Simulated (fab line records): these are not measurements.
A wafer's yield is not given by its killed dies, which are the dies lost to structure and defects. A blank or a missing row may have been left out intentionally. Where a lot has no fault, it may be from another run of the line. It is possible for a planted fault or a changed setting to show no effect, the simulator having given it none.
The tool behind it: which one? ; flow berkeley-cmos170 ; 42 wafers from 14 lots sampled at 7 of the route's 331 steps

== WHAT THE GAUGES READ, wafer by wafer ==
UCB170_SCREENOX_THK_MEAS_02. Usual: SCREENOX_OXIDE_THK gives 14.2 nm (standard deviation 0.36).
lot;measured;on;SCREENOX_OXIDE_THK (nm);flag
L999;day 5 22:30;film-metro-01;14.5 14.5 14.7;
L998;day 6 11:28;film-metro-03;14.2 14.0 14.2;
L100;day 6 11:29;film-metro-01;14.8 14.7 14.5;
L101;day 6 22:00;film-metro-01;13.6 13.7 13.6;
L103;day 6 22:04;film-metro-04;13.9 14.1 14.2;
L102;day 6 22:04;film-metro-01;13.8 13.9 13.8;
L109;day 7 23:16;film-metro-04;14.0 13.8 14.1;
L106;day 7 23:17;film-metro-01;13.7 13.9 13.7;
L110;day 8 10:40;film-metro-04;14.0 13.7 13.7;
L116;day 9 07:28;film-metro-01;14.1 14.3 14.0;
L117;day 9 17:05;film-metro-01;14.7 14.6 14.5;
L118;day 9 17:06;film-metro-04;14.5 15.0 14.8;
L119;day 10 02:46;film-metro-03;14.2 14.4 14.3;
L120;day 10 02:49;film-metro-03;14.9 14.7 14.6;

UCB170_SDANNEAL_RS_MEAS_02: the measuring method here is four-point-probe. Usual: PSD_RS gives 75.7 ohm/sq (standard deviation 0.3).
lot;measured;on;PSD_RS (ohm/sq);flag
L999;day 7 08:41;film-metro-04;75.4 75.2 75.6;
L998;day 7 21:50;film-metro-03;75.8 75.6 75.7;
L100;day 7 21:31;film-metro-04;75.6 75.6 75.8;
L101;day 8 10:20;film-metro-03;75.4 75.7 75.2;
L103;day 8 10:22;film-metro-01;65.4 65.3 65.3;OFF
L102;day 8 10:59;film-metro-01;66.2 66.1 66.0;OFF
L109;day 9 19:45;film-metro-01;75.4 75.5 75.1;
L106;day 9 19:58;film-metro-04;75.7 75.6 75.8;
L110;day 10 05:23;film-metro-04;76.1 75.7 75.8;
L116;day 11 02:13;film-metro-04;75.8 75.7 75.7;
L117;day 11 12:30;film-metro-01;75.8 75.7 75.6;
L118;day 11 15:25;film-metro-04;75.6 75.7 75.6;
L119;day 11 15:55;film-metro-03;75.4 75.3 75.3;
L120;day 11 15:35;film-metro-01;75.5 75.6 75.8;

UCB170_SDANNEAL_RS_MEAS_03: the measuring method here is four-point-probe. Usual: NSD_RS gives 37.32 ohm/sq (standard deviation 0.082).
lot;measured;on;NSD_RS (ohm/sq);flag
L999;day 7 08:48;film-metro-04;37.28 37.37 37.18;
L998;day 7 21:58;film-metro-03;37.24 37.16 37.23;
L100;day 7 21:38;film-metro-04;37.34 37.46 37.32;
L101;day 8 10:27;film-metro-03;37.23 37.26 37.24;
L103;day 8 10:29;film-metro-01;35.66 35.61 35.55;OFF
L102;day 8 11:07;film-metro-01;35.79 35.90 35.70;OFF
L109;day 9 19:52;film-metro-01;37.20 37.23 37.28;
L106;day 9 20:05;film-metro-04;37.27 37.35 37.30;
L110;day 10 05:30;film-metro-04;37.40 37.34 37.40;
L116;day 11 02:20;film-metro-04;37.47 37.37 37.39;
L117;day 11 12:37;film-metro-01;37.35 37.33 37.31;
L118;day 11 15:32;film-metro-04;37.43 37.37 37.45;
L119;day 11 16:02;film-metro-03;37.26 37.32 37.33;
L120;day 11 15:42;film-metro-01;37.20 37.27 37.26;

UCB170_SDANNEAL_RS_MEAS_04: the measuring method here is four-point-probe. Usual: PLDD_RS gives 1033.4 ohm/sq (standard deviation 2.4).
lot;measured;on;PLDD_RS (ohm/sq);flag
L999;day 7 08:55;film-metro-04;1031.9 1032.5 1035.9;
L998;day 7 22:05;film-metro-03;1031.3 1027.1 1031.9;
L100;day 7 21:45;film-metro-04;1034.1 1033.3 1033.4;
L101;day 8 10:34;film-metro-03;1038.6 1034.5 1036.5;
L103;day 8 10:36;film-metro-01;1015.4 1011.3 1013.5;OFF
L102;day 8 11:14;film-metro-01;1013.7 1012.3 1007.8;OFF
L109;day 9 19:59;film-metro-01;1034.0 1033.9 1037.6;
L106;day 9 20:12;film-metro-04;1034.7 1034.3 1032.9;
L110;day 10 05:37;film-metro-04;1029.0 1031.4 1033.0;
L116;day 11 02:28;film-metro-04;1036.1 1038.7 1037.6;
L117;day 11 12:44;film-metro-01;1033.9 1032.6 1037.4;
L118;day 11 15:40;film-metro-04;1034.8 1034.9 1033.6;
L119;day 11 16:09;film-metro-03;1033.2 1035.9 1032.9;
L120;day 11 15:49;film-metro-01;1032.9 1031.4 1034.5;

UCB170_CONTACT_OVL_MEAS_16. Usual: CONTACT_OVL gives 0 nm (standard deviation 5.4).
lot;measured;on;CONTACT_OVL (nm);flag
L999;day 7 13:59;overlay-02;1 4 6;
L998;day 8 04:14;overlay-01;-3 -5 10;
L100;day 8 04:32;overlay-01;-5 -6 -9;
L101;day 8 17:49;overlay-01;4 -2 5;
L103;day 8 16:07;overlay-01;6 -14 -4;
L102;day 8 20:28;overlay-02;-7 -3 -15;
L109;day 10 01:17;overlay-02;-7 3 3;
L106;day 10 02:01;overlay-02;-4 1 -2;
L110;day 10 11:41;overlay-01;-1 -3 0;
L116;day 11 08:29;overlay-02;10 3 3;
L117;day 11 18:39;overlay-02;4 0 -4;
L118;day 11 21:19;overlay-01;4 -1 -9;
L119;day 11 22:28;overlay-02;1 0 3;
L120;day 11 20:33;overlay-01;5 7 6;

== TOOL THAT RAN EACH LOT (tool first, then ch and the chambers of the sampled wafers, then the start) ==
lot;UCB170_NLDD_STRIP_10;UCB170_SDANNEAL_RTA_01
L999;plasma-asher-02 ch 0,1, day 6 22:39;rtp-anneal-01 ch 0, day 7 08:37
L998;plasma-asher-04 ch 0,1, day 7 10:49;rtp-anneal-02 ch 0, day 7 21:46
L100;plasma-asher-02 ch 0,1, day 7 10:10;rtp-anneal-01 ch 0, day 7 21:25
L101;plasma-asher-04 ch 0,1, day 7 23:51;rtp-anneal-02 ch 0, day 8 10:16
L103;plasma-asher-04 ch 0,1, day 8 00:05;rtp-anneal-01 ch 0, day 8 10:17
L102;plasma-asher-03 ch 0,1, day 8 00:05;rtp-anneal-01 ch 0, day 8 10:55
L109;plasma-asher-04 ch 0,1, day 9 02:17;rtp-anneal-02 ch 0, day 9 19:40
L106;plasma-asher-03 ch 0, day 9 02:58;rtp-anneal-02 ch 0, day 9 19:51
L110;plasma-asher-03 ch 0,1, day 9 15:11;rtp-anneal-02 ch 0, day 10 05:18
L116;plasma-asher-02 ch 0,1, day 10 12:44;rtp-anneal-02 ch 0, day 11 02:10
L117;plasma-asher-03 ch 1, day 11 01:37;rtp-anneal-01 ch 0, day 11 12:26
L118;plasma-asher-04 ch 0,1, day 11 01:41;rtp-anneal-01 ch 0, day 11 15:20
L119;plasma-asher-04 ch 0,1, day 11 04:44;rtp-anneal-01 ch 0, day 11 15:51
L120;plasma-asher-02 ch 0,1, day 11 04:01;rtp-anneal-02 ch 0, day 11 15:31
- UCB170_NLDD_STRIP_10: strips in O2.
- UCB170_SDANNEAL_RTA_01: time 5 s.

== WHAT THE TOOLS THEMSELVES READ (means of the sampled wafers that have a number; where no wafer has one, the mark that the record gives instead) ==
UCB170_NLDD_STRIP_10. Usual: drypump-motor-current-A 5.40 A, standard deviation 0.23; oes-product-au 0.734 a.u., standard deviation 0.0045; strip-time-to-endpoint-s 21.64 s, standard deviation 0.068.
lot;tool;drypump-motor-current-A (A);oes-product-au (a.u.);strip-time-to-endpoint-s (s);flag
L999;plasma-asher-02;5.41;0.733;21.56;
L998;plasma-asher-04;5.11;0.733;21.68;
L100;plasma-asher-02;5.47;0.737;21.66;
L101;plasma-asher-04;5.23;0.734;21.61;
L103;plasma-asher-04;5.23;0.732;21.74;
L102;plasma-asher-03;5.67;0.733;21.65;
L109;plasma-asher-04;5.10;0.734;21.69;
L106;plasma-asher-03;5.73;0.734;21.64;
L110;plasma-asher-03;5.65;0.735;21.62;
L116;plasma-asher-02;5.48;0.735;21.66;
L117;plasma-asher-03;5.52;0.730;21.61;
L118;plasma-asher-04;5.11;0.735;21.69;
L119;plasma-asher-04;5.12;0.731;21.52;
L120;plasma-asher-02;5.48;0.729;21.72;

UCB170_SDANNEAL_RTA_01. Usual: lamp-power-pct 39.7 %, standard deviation 0.77; wafer_temp_C_max 1052.9, standard deviation 0.71.
lot;tool;lamp-power-pct (%);wafer_temp_C_max;flag
L999;rtp-anneal-01;39.1;1052.2;
L998;rtp-anneal-02;40.7;1053.7;
L100;rtp-anneal-01;39.1;1053.0;
L101;rtp-anneal-02;40.7;1053.4;
L103;rtp-anneal-01;41.7;1077.0;OFF
L102;rtp-anneal-01;41.7;1077.5;OFF
L109;rtp-anneal-02;40.7;1053.1;
L106;rtp-anneal-02;40.7;1053.5;
L110;rtp-anneal-02;40.7;1052.6;
L116;rtp-anneal-02;40.7;1053.7;
L117;rtp-anneal-01;39.1;1053.0;
L118;rtp-anneal-01;39.1;1052.7;
L119;rtp-anneal-01;39.1;1052.3;
L120;rtp-anneal-02;40.7;1053.6;

== THE ANSWER, worked out from the rows above alone ==
Rule: take the mean of a lot's wafers that have a number; if it is more than 3 standard deviations from the usual mean, the lot is off. A lot without any number at a reading at which 4 lots or more have one is off too. The other lots that the step has rows for count as sound. The gauges are gone through in route order, then the tools' own readings, and for those a lot's mean is taken as printed above. At the first step where some lot is off, the reading lying furthest off is the one used; lots without a number count as furthest.
Off: L103, L102, seen at UCB170_SDANNEAL_RS_MEAS_02 (PSD_RS).
A tool fits if, at a process step before that reading, it ran every lot that is off, and no sound lot after the first of them. The gauges at UCB170_SDANNEAL_RS_MEAS_02 aren't tried: what is off there is off at UCB170_SDANNEAL_RTA_01 too, on other tools, and a gauge's error can't cause that. Not one of the candidates tried fits.

== WHAT WAS PUT IN BY THE SIMULATOR ==
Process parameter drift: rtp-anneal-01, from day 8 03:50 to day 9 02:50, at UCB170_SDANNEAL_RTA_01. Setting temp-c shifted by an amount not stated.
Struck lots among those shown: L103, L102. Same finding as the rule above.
